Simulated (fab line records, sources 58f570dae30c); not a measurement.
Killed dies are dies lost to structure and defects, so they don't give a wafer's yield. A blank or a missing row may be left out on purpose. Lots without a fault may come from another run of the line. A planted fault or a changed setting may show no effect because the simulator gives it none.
One fault seen from 2 desks | flow berkeley_cmos170 | each desk has only its own numbers; what lay behind them comes last

THE METROLOGY DESK
What the gauges read, lot by lot, whatever tool the lot ran on: means of the sampled wafers that have a number. A lot is out of limits, marked OUT, if its mean lies more than 4 standard deviations from the usual mean; the brackets give that distance.
Columns: A = ACTIVE_OXIDE_THK at UCB170_ACTIVE_THK_MEAS_03, usual 26.3 nm; B = CONTACT_PSG_THK at UCB170_CONTACT_THK_MEAS_02, usual 702 nm; C = V2_OVL at UCB170_V2_OVL_MEAS_13, usual 1 nm; D = M3_BOW at UCB170_M3_BOW_MEAS_20, usual 35 um
lot  | first seen here | A    | B             | C   | D
L352 | day 3 23:04     | 25.6 | 699           | -1  | 37
L353 | day 4 05:56     | 26.9 | 709           | 7   | 33
L358 | day 5 11:05     | 26.9 | 709           | 2   | 43
L361 | day 5 23:59     | 26.6 | 802 (+16) OUT | 7   | 32
L362 | day 6 10:18     | 26.4 | 812 (+17) OUT | 5   | 34
L363 | day 6 10:19     | 25.8 | 688           | 6   | 32
L364 | day 6 17:46     | 26.6 | 710           | -1  | 36
L367 | day 7 07:20     | 25.9 | 701           | -8  | 34
L368 | day 7 13:26     | 26.2 | 697           | -12 | 45
L371 | day 8 03:58     | 26.0 | 702           | 3   | 30
L372 | day 8 04:01     | 26.2 | 695           | 2   | 40
L373 | day 8 15:07     | 26.7 | 704           | -4  | 33
L374 | day 8 21:28     | 26.6 | 704           | -8  | 41
This desk's finding: out of limits on L361, L362; first on L361, day 8 21:02 (CONTACT_PSG_THK at UCB170_CONTACT_THK_MEAS_02). In limits: L352, L353, L358, L363, L364, L367, L368, L371, L372, L373, L374.

THE TOOL OWNER'S DESK: lpcvd-02
The tool's own readings at UCB170_CONTACT_CVD_01 (deposits PSG from SiH4/O2/PH3, target thk 700 nm, time 2820 s): means of the sampled wafers that have a number, for each lot that ran on this tool. A lot is out of limits, marked OUT, if its mean lies more than 4 standard deviations from the usual mean; the brackets give that distance.
Columns: A = ph3_flow_sccm at UCB170_CONTACT_CVD_01, usual 25.00 sccm; B = sih4_flow_sccm at UCB170_CONTACT_CVD_01, usual 60.01 sccm
lot  | first seen here | A     | B
L353 | day 7 03:10     | 25.01 | 59.90
L361 | day 8 19:13     | 24.97 | 59.90
L362 | day 9 00:53     | 25.01 | 60.04
L372 | day 11 13:32    | 25.00 | 60.03
This desk's finding: nothing out of limits on any of the 4 lots.

PUT TOGETHER
The metrology desk could have raised an alarm at day 8 21:02, on L361, L362.
The tool owner's desk saw nothing out of limits.
The tool owner's desk has L361, L362 on record, within its limits.
Of the lots named, all ran UCB170_CONTACT_CVD_01 on lpcvd-02.

WHAT THE SIMULATOR HAD PUT IN
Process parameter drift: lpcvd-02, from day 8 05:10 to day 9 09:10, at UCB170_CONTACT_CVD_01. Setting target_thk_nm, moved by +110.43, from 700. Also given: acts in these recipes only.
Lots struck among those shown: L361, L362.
Hours from the fault's start to each desk's first reading out of limits: the metrology desk, 16.
